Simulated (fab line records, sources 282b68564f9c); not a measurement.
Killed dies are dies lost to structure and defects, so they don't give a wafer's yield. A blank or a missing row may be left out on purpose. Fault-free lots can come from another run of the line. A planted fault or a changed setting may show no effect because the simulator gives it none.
Struck lot and sound lot, side by side | flow rit_cmos | 14 steps out of a route of 202
Sound: the wafers L739.2, L739.3, L739.5. Wafers L741.2, L741.3, L741.6 were the ones struck. At the end, the cause is stated.
Order at every step that has rows: each side's tool, ch and its chambers, its first start. Under that, the readings that differ: sound wafers | struck wafers | difference of the means | sigmas: that difference in standard deviations of wafers without a fault.
alike: readings with means less than 2 such deviations apart, plus words and numbers identical on both sides. not compared: withheld readings, readings lacking a value on some wafer, bounds such as >300 that could conceal the same value, and numbers that have no deviation in the record and whose values overlap.
Wherever a step has rows on one side only, a row that says differs or no value, or a row with sigmas, the two part there. Numbers that don't overlap but have no deviation are shown without sigmas and don't part them. A reading missing from all wafers of one side parts the sides only when that side holds two or more wafers.

first, 2 steps without rows for these wafers: RIT_SDANNEAL_CLEAN_01 (cleans in dHF, time 30 s); RIT_SDANNEAL_CLEAN_02 (cleans in SC2, time 600 s).
RIT_SDANNEAL_RTA_03: time 5 s.
  sound on rtp_anneal-02 ch 0, day 4 11:35; struck on rtp_anneal-02 ch 0, day 4 23:16
  alike: ramp_up_c_per_s, wafer_temp_C_max
RIT_SDANNEAL_RS_MEAS_04: measures by four-point-probe.
  sound on film_metro-01 at day 4 11:40; struck on film_metro-03 at day 4 23:20
  reading         | sound                | struck               | difference | sigmas
  PSD_RS (ohm/sq) | 115.97 116.05 116.17 | 115.31 115.39 115.31 | -0.73      | -3
RIT_SDANNEAL_RS_MEAS_05: measures by four-point-probe.
  sound on film_metro-01 at day 4 11:47; struck on film_metro-03 at day 4 23:28
  alike: NSD_RS
RIT_SDANNEAL_RS_MEAS_06: measures by four-point-probe.
  sound on film_metro-01 at day 4 11:54; struck on film_metro-03 at day 4 23:35
  alike: PLDD_RS
RIT_SDANNEAL_RS_MEAS_07: measures by four-point-probe.
  sound on film_metro-01 at day 4 12:01; struck on film_metro-03 at day 4 23:42
  alike: NLDD_RS
then, 1 step without rows for these wafers: RIT_SILICIDE_WET_ETCH_00 (etches SiO2 in BOE, target depth 14 nm, time 15 s).
RIT_SILICIDE_SPUTTER_01: material Ti, target thk 30 nm, time 240 s.
  sound on pvd_sputter-01 at day 4 12:08; struck on pvd_sputter-01 at day 4 23:49
  alike: throttle_valve_pct
RIT_SILICIDE_RS_MEAS_02: measures by four-point-probe.
  sound on film_metro-01 at day 4 12:18; struck on film_metro-02 at day 4 23:59
  alike: SILICIDE_TI_RS
RIT_SILICIDE_THK_MEAS_03: measures by xrf.
  sound on film_metro-01 at day 4 12:25; struck on film_metro-02 at day 5 00:05
  alike: SILICIDE_TI_THK
RIT_SILICIDE_RTA_04: time 10 s, ramp up 5 s, ramp down 5 s.
  sound on rtp_anneal-01 ch 0, day 4 12:28; struck on rtp_anneal-01 ch 0, day 5 00:09
  alike: wafer_temp_C_max
RIT_SILICIDE_WET_ETCH_05: etches Ti in SPM, time 120 s.
  sound on wet_bench-01 ch 2, day 4 12:32; struck on wet_bench-01 ch 0, day 5 00:13
  no value came back on the struck wafers for bath_guard_temp_C (C), bath_heat_duty_pct (%); on the sound wafers bath_guard_temp_C (C) reads 90.0 90.4 90.2
RIT_SILICIDE_RTA_06: time 10 s, ramp up 5 s, ramp down 10 s.
  sound on rtp_anneal-02 ch 0, day 4 12:35; struck on rtp_anneal-02 ch 0, day 5 00:16
  alike: wafer_temp_C_max

WHERE THEY PART
First at RIT_SDANNEAL_RS_MEAS_04; last, within this record, at RIT_SILICIDE_WET_ETCH_05. Later steps at which nothing parts them and some readings are alike: RIT_SILICIDE_RTA_06.

WHY: what had been put in by the simulator
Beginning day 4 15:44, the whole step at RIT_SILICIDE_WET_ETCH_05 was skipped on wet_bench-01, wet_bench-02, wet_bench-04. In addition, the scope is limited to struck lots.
